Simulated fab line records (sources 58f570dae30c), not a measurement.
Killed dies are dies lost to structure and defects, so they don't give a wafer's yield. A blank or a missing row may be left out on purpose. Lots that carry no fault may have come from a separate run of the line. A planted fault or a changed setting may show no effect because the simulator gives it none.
What tool caused it? ; flow berkeley cmos170 ; 6 lots with 18 wafers sampled at 3 steps, on a route of 331 steps

WHAT THE GAUGES READ, wafer by wafer
UCB170_NLDD_TW_MEAS_11.
lot;measured;on;NLDD_TW
L307;day 6 12:08;film metro-03;2228 2213 2224
L313;day 7 21:36;film metro-02;2232 2239 2235
L316;day 8 13:17;film metro-03;2063 2070 2067
L320;day 9 10:51;film metro-04;2250 2250 2249
L325;day 10 11:56;film metro-04;2227 2240 2230
L327;day 10 23:27;film metro-02;2225 2252 2242

WHICH TOOL RAN EACH LOT (tool, then ch and the chambers of the sampled wafers, then the start)
lot;UCB170_ACTIVE_STRIP_16;UCB170_NLDD_IMPLANT_08
L307;plasma asher-04 ch 0,1, day 4 10:27;implanter-04 ch 0, day 6 11:44
L313;plasma asher-02 ch 0,1, day 5 17:32;implanter-03 ch 0, day 7 21:12
L316;plasma asher-02 ch 0,1, day 6 12:16;implanter-01 ch 0, day 8 12:55
L320;plasma asher-02 ch 0,1, day 7 08:44;implanter-03 ch 0, day 9 10:28
L325;plasma asher-04 ch 0,1, day 8 05:20;implanter-03 ch 0, day 10 11:32
L327;plasma asher-01 ch 0,1, day 8 20:13;implanter-03 ch 0, day 10 23:01
- UCB170_ACTIVE_STRIP_16: strips in O2.
- UCB170_NLDD_IMPLANT_08

THE ANSWER, worked out from the rows above alone
Rule: the usual values come from the lots themselves. The widest of any qualifying gaps counts: lots, ordered by their means at a reading, are off when they make up no more than a third of the lots, leave a main group of 4 or more, and stand apart from it by 3 or more times the standard deviation of that group's means. If all means in a main group match to the digits the tables above print for the reading, that group is not used. Also off: a lot with no number at a reading for which 4 or more lots have one. All remaining lots with rows at the step are treated as sound.
Off: L316, at UCB170_NLDD_TW_MEAS_11 (NLDD_TW). The main group: mean 2236, standard deviation 9.2.
If a tool, at a process step before that reading, ran all the lots that are off and no sound lot after the first of them, it fits. Gauges at UCB170_NLDD_TW_MEAS_11: tried the same way as those tools. 2 tools fit, implanter-01 at UCB170_NLDD_IMPLANT_08 and film metro-03 at UCB170_NLDD_TW_MEAS_11, so this cannot tell which one it is.

WHAT THE SIMULATOR HAD INSERTED
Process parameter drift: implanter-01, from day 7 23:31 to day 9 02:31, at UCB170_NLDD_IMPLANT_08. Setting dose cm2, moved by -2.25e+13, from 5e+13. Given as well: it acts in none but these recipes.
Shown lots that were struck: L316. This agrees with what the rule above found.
